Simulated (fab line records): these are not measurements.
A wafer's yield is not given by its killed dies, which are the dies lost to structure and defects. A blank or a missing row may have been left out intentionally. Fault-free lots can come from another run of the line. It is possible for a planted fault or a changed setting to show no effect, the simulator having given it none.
Which tool is to blame? | flow berkeleyCmos170 | Sampling: 14 lots, 42 wafers, 6 of 331 route steps

## WHAT THE GAUGES READ, wafer by wafer
UCB170_V2_THK_MEAS_04.
lot  | measured     | on           | V2_POLISHED_THK (nm)
L415 | day 8 08:26  | filmMetro-04 | 1001.9 1000.2 1000.1
L417 | day 9 03:04  | filmMetro-04 | 1000.7 998.4 999.5
L419 | day 9 12:37  | filmMetro-04 | 1002.6 1002.6 1001.7
L416 | day 9 14:13  | filmMetro-02 | 999.5 998.4 999.2
L421 | day 9 23:16  | filmMetro-01 | 1001.0 999.9 1002.4
L422 | day 9 23:34  | filmMetro-02 | 1000.1 1000.1 1000.5
L425 | day 10 14:20 | filmMetro-01 | 1002.1 1002.7 1000.8
L427 | day 11 04:41 | filmMetro-01 | 1000.1 1000.3 1000.8
L428 | day 11 05:06 | filmMetro-02 | 999.7 998.3 999.0
L430 | day 12 04:01 | filmMetro-01 | 999.1 998.5 1000.0
L431 | day 12 23:52 | filmMetro-02 | 1001.8 1000.8 999.7
L433 | day 13 00:13 | filmMetro-02 | 1001.2 999.6 1000.1
L437 | day 14 21:18 | filmMetro-04 | 997.0 999.1 998.9
L438 | day 14 21:28 | filmMetro-02 | 1000.9 997.9 998.8

UCB170_M3_CD_MEAS_90: target cd 700 nm.
lot  | measured     | on       | cdNm (nm)
L415 | day 8 14:11  | cdSem-01 | 695 697 700
L417 | day 9 07:39  | cdSem-01 | 695 699 704
L419 | day 9 17:31  | cdSem-01 | 700 698 699
L416 | day 9 20:48  | cdSem-01 | 698 702 698
L421 | day 10 04:44 | cdSem-01 | 710 711 711
L422 | day 10 05:07 | cdSem-01 | 702 696 697
L425 | day 10 18:56 | cdSem-02 | 707 707 708
L427 | day 11 11:27 | cdSem-01 | 695 693 695
L428 | day 11 11:44 | cdSem-02 | 712 707 711
L430 | day 12 08:30 | cdSem-02 | - - -
L431 | day 13 05:33 | cdSem-02 | - - -
L433 | day 13 06:28 | cdSem-02 | 702 708 703
L437 | day 15 02:32 | cdSem-01 | 698 694 696
L438 | day 15 02:42 | cdSem-02 | 708 705 702

## WHAT TOOL EACH LOT RAN ON (gives the tool, then ch and the chambers of the sampled wafers, and finally the start)
lot  | UCB170_M2_STRIP_19                  | UCB170_M3_STRIP_07                  | UCB170_M3_ETCH_17                 | UCB170_M3_METAL_ETCH_18
L415 | plasmaAsher-02 ch 0,1, day 8 07:29  | plasmaAsher-04 ch 1, day 8 12:01    | rieDiel-02 ch 1,2, day 8 13:52    | rieMetal-01 ch 0,1, day 8 13:54
L417 | plasmaAsher-03 ch 0,1, day 9 02:13  | plasmaAsher-01 ch 0,1, day 9 05:43  | rieDiel-02 ch 1,2, day 9 07:17    | rieMetal-01 ch 0,1, day 9 07:23
L419 | plasmaAsher-04 ch 0,1, day 9 11:45  | plasmaAsher-02 ch 0,1, day 9 15:10  | rieDiel-02 ch 1,2, day 9 17:00    | rieMetal-03 ch 0, day 9 17:02
L416 | plasmaAsher-03 ch 0,1, day 9 13:22  | plasmaAsher-02 ch 0,1, day 9 17:44  | rieDiel-04 ch 0,3, day 9 20:27    | rieMetal-02 ch 0,1, day 9 20:29
L421 | plasmaAsher-03 ch 0,1, day 9 22:25  | plasmaAsher-02 ch 0,1, day 10 01:41 | rieDiel-04 ch 0,1,2, day 10 04:13 | rieMetal-01 ch 1, day 10 04:16
L422 | plasmaAsher-04 ch 0, day 9 22:41    | plasmaAsher-04 ch 0, day 10 01:58   | rieDiel-02 ch 0,1,3, day 10 04:28 | rieMetal-02 ch 0,1, day 10 04:31
L425 | plasmaAsher-02 ch 0,1, day 10 13:29 | plasmaAsher-01 ch 0,1, day 10 17:07 | rieDiel-03 ch 1,2, day 10 18:24   | rieMetal-01 ch 1, day 10 18:30
L427 | plasmaAsher-02 ch 0,1, day 11 03:49 | plasmaAsher-01 ch 0,1, day 11 08:33 | rieDiel-03 ch 0,1, day 11 11:06   | rieMetal-02 ch 0,1, day 11 11:08
L428 | plasmaAsher-02 ch 0,1, day 11 04:15 | plasmaAsher-04 ch 0,1, day 11 09:11 | rieDiel-04 ch 0,1,2, day 11 11:13 | rieMetal-01 ch 1, day 11 11:16
L430 | plasmaAsher-02 ch 1, day 12 03:08   | plasmaAsher-04 ch 0,1, day 12 06:45 | rieDiel-03 ch 0,1,3, day 12 08:09 | rieMetal-02 ch 0, day 12 08:11
L431 | plasmaAsher-04 ch 0,1, day 12 22:54 | plasmaAsher-02 ch 0,1, day 13 02:37 | rieDiel-03 ch 1,3, day 13 05:11   | rieMetal-03 ch 0,1, day 13 05:17
L433 | plasmaAsher-02 ch 0,1, day 12 23:21 | plasmaAsher-02 ch 0,1, day 13 03:35 | rieDiel-02 ch 1,2,3, day 13 05:47 | rieMetal-01 ch 0,1, day 13 05:50
L437 | plasmaAsher-03 ch 0,1, day 14 20:26 | plasmaAsher-02 ch 0,1, day 15 00:18 | rieDiel-03 ch 0,1,2, day 15 02:02 | rieMetal-03 ch 1, day 15 02:04
L438 | plasmaAsher-02 ch 0,1, day 14 20:37 | plasmaAsher-02 ch 0,1, day 15 00:29 | rieDiel-04 ch 0,1,3, day 15 02:22 | rieMetal-01 ch 0,1, day 15 02:25
- UCB170_M2_STRIP_19: strips in O2.
- UCB170_M3_STRIP_07: strips in O2.
- UCB170_M3_ETCH_17: etches BARC in N2/H2.
- UCB170_M3_METAL_ETCH_18: etches Al in Cl2/BCl3, stops on SiO2, target depth 1170 nm, time 195 s.

## AS READ BY THE TOOLS THEMSELVES (means over the sampled wafers that have a number; for cases with no such wafer, the mark the record gives instead)
UCB170_M2_STRIP_19.
lot  | tool           | drypumpMotorCurrentA (A) | oesProductAu (a.u.)
L415 | plasmaAsher-02 | 5.8                      | 0.553
L417 | plasmaAsher-03 | 5.5                      | 0.505
L419 | plasmaAsher-04 | 5.7                      | 0.568
L416 | plasmaAsher-03 | 5.5                      | 0.538
L421 | plasmaAsher-03 | 5.5                      | 0.552
L422 | plasmaAsher-04 | 5.4                      | 0.526
L425 | plasmaAsher-02 | 5.8                      | 0.545
L427 | plasmaAsher-02 | 5.8                      | 0.566
L428 | plasmaAsher-02 | 5.8                      | 0.527
L430 | plasmaAsher-02 | 5.5                      | 0.537
L431 | plasmaAsher-04 | 5.6                      | 0.551
L433 | plasmaAsher-02 | 5.8                      | 0.556
L437 | plasmaAsher-03 | 6.0                      | 0.553
L438 | plasmaAsher-02 | 5.8                      | 0.556

UCB170_M3_STRIP_07.
lot  | tool           | drypumpMotorCurrentA (A) | oesProductAu (a.u.) | stripTimeToEndpointS (s)
L415 | plasmaAsher-04 | 5.8                      | 0.741               | 21.96
L417 | plasmaAsher-01 | 5.3                      | 0.735               | 22.07
L419 | plasmaAsher-02 | 5.9                      | 0.740               | 21.97
L416 | plasmaAsher-02 | 5.8                      | 0.733               | 22.02
L421 | plasmaAsher-02 | 6.2                      | 0.733               | 21.96
L422 | plasmaAsher-04 | 5.4                      | 0.730               | 22.03
L425 | plasmaAsher-01 | 5.3                      | 0.736               | 21.99
L427 | plasmaAsher-01 | 5.7                      | 0.732               | 22.01
L428 | plasmaAsher-04 | 5.5                      | 0.738               | 21.96
L430 | plasmaAsher-04 | 5.5                      | 0.733               | 22.03
L431 | plasmaAsher-02 | 5.9                      | 0.727               | 22.02
L433 | plasmaAsher-02 | 5.8                      | 0.737               | 21.94
L437 | plasmaAsher-02 | 6.2                      | 0.737               | 21.90
L438 | plasmaAsher-02 | 5.8                      | 0.732               | 22.13

UCB170_M3_ETCH_17.
lot  | tool       | biasW (W) | chamberPressureMTorr (mTorr) | drypumpMotorCurrentA (A) | oesProductAu (a.u.) | throttleValvePct (%)
L415 | rieDiel-02 | 99.94     | 29.995                       | 5.5                      | 0.980               | 13.29
L417 | rieDiel-02 | 100.26    | 30.004                       | 5.5                      | 0.987               | 13.29
L419 | rieDiel-02 | 99.85     | 30.004                       | 5.8                      | 0.975               | 13.40
L416 | rieDiel-04 | 100.12    | 30.000                       | 5.7                      | 0.997               | 13.13
L421 | rieDiel-04 | 99.96     | 29.974                       | 5.8                      | 0.992               | 13.17
L422 | rieDiel-02 | 100.14    | 30.012                       | 5.5                      | 0.997               | 13.36
L425 | rieDiel-03 | 100.37    | 30.020                       | 5.2                      | 1.008               | 13.30
L427 | rieDiel-03 | 99.90     | 30.002                       | 5.6                      | 0.999               | 13.35
L428 | rieDiel-04 | 100.00    | 30.016                       | 5.9                      | 1.001               | 13.18
L430 | rieDiel-03 | -         | -                            | -                        | -                   | -
L431 | rieDiel-03 | -         | -                            | -                        | -                   | -
L433 | rieDiel-02 | 99.77     | 30.021                       | 5.8                      | 0.987               | 13.34
L437 | rieDiel-03 | 100.15    | 29.988                       | 5.4                      | 0.998               | 13.28
L438 | rieDiel-04 | 100.11    | 29.958                       | 5.8                      | 1.005               | 13.19

UCB170_M3_METAL_ETCH_18.
lot  | tool        | bcl3FlowSccm (sccm) | biasW (W) | drypumpMotorCurrentA (A) | oesProductAu (a.u.) | throttleValvePct (%)
L415 | rieMetal-01 | 44.98               | 120.1     | 4.9                      | 0.852               | 24.61
L417 | rieMetal-01 | 45.01               | 120.0     | 4.8                      | 0.848               | 24.61
L419 | rieMetal-03 | 45.02               | 120.3     | 5.3                      | 0.857               | 24.41
L416 | rieMetal-02 | 45.01               | 119.9     | 5.6                      | 0.859               | 24.65
L421 | rieMetal-01 | 45.03               | 120.1     | 5.0                      | 0.839               | 24.56
L422 | rieMetal-02 | 44.89               | 120.1     | 5.6                      | 0.870               | 24.64
L425 | rieMetal-01 | 45.00               | 119.7     | 4.9                      | 0.846               | 24.55
L427 | rieMetal-02 | 45.03               | 120.1     | 5.8                      | 0.868               | 24.70
L428 | rieMetal-01 | 44.99               | 120.2     | 5.0                      | 0.829               | 24.56
L430 | rieMetal-02 | 44.76               | 120.0     | 5.5                      | 0.376               | 24.82
L431 | rieMetal-03 | 45.09               | 119.7     | 5.6                      | 0.374               | 24.32
L433 | rieMetal-01 | 45.00               | 120.2     | 4.9                      | 0.854               | 24.60
L437 | rieMetal-03 | 44.93               | 119.7     | 5.7                      | 0.842               | 23.94
L438 | rieMetal-01 | 45.00               | 119.8     | 4.8                      | 0.852               | 24.61

## THE ANSWER, worked out from the rows above alone
Rule: usual is defined by the lots themselves. Put in order of their means at a reading, lots are off if they are a third of the lots or fewer, leave a main group of 4 or more, and stand apart from it by a gap of 3 or more times the standard deviation of the main group's means; of several such gaps the widest counts. A main group whose means are all the same, to the digits that the tables above print for the reading, isn't used. A lot without any number at a reading at which 4 lots or more have one is off too. Any other lot the step has rows for is counted as sound. The gauges are gone through in route order, then the tools' own readings, and for those a lot's mean is taken as printed above. At the first step where some lot is off, the reading lying furthest off is the one used; lots without a number count as furthest.
Off, at UCB170_M3_CD_MEAS_90 on cdNm: L430, L431. Without a number there: L430, L431. The main group: mean 702 nm, standard deviation 5.3.
If a tool, at a process step before that reading, ran all the lots that are off and no sound lot after the first of them, it fits. The gauges at UCB170_M3_CD_MEAS_90 aren't tried: what is off there is off at UCB170_M3_ETCH_17 too, on other tools, and a gauge's error can't cause that. None of those tried fits.

## WHAT THE SIMULATOR PUT IN
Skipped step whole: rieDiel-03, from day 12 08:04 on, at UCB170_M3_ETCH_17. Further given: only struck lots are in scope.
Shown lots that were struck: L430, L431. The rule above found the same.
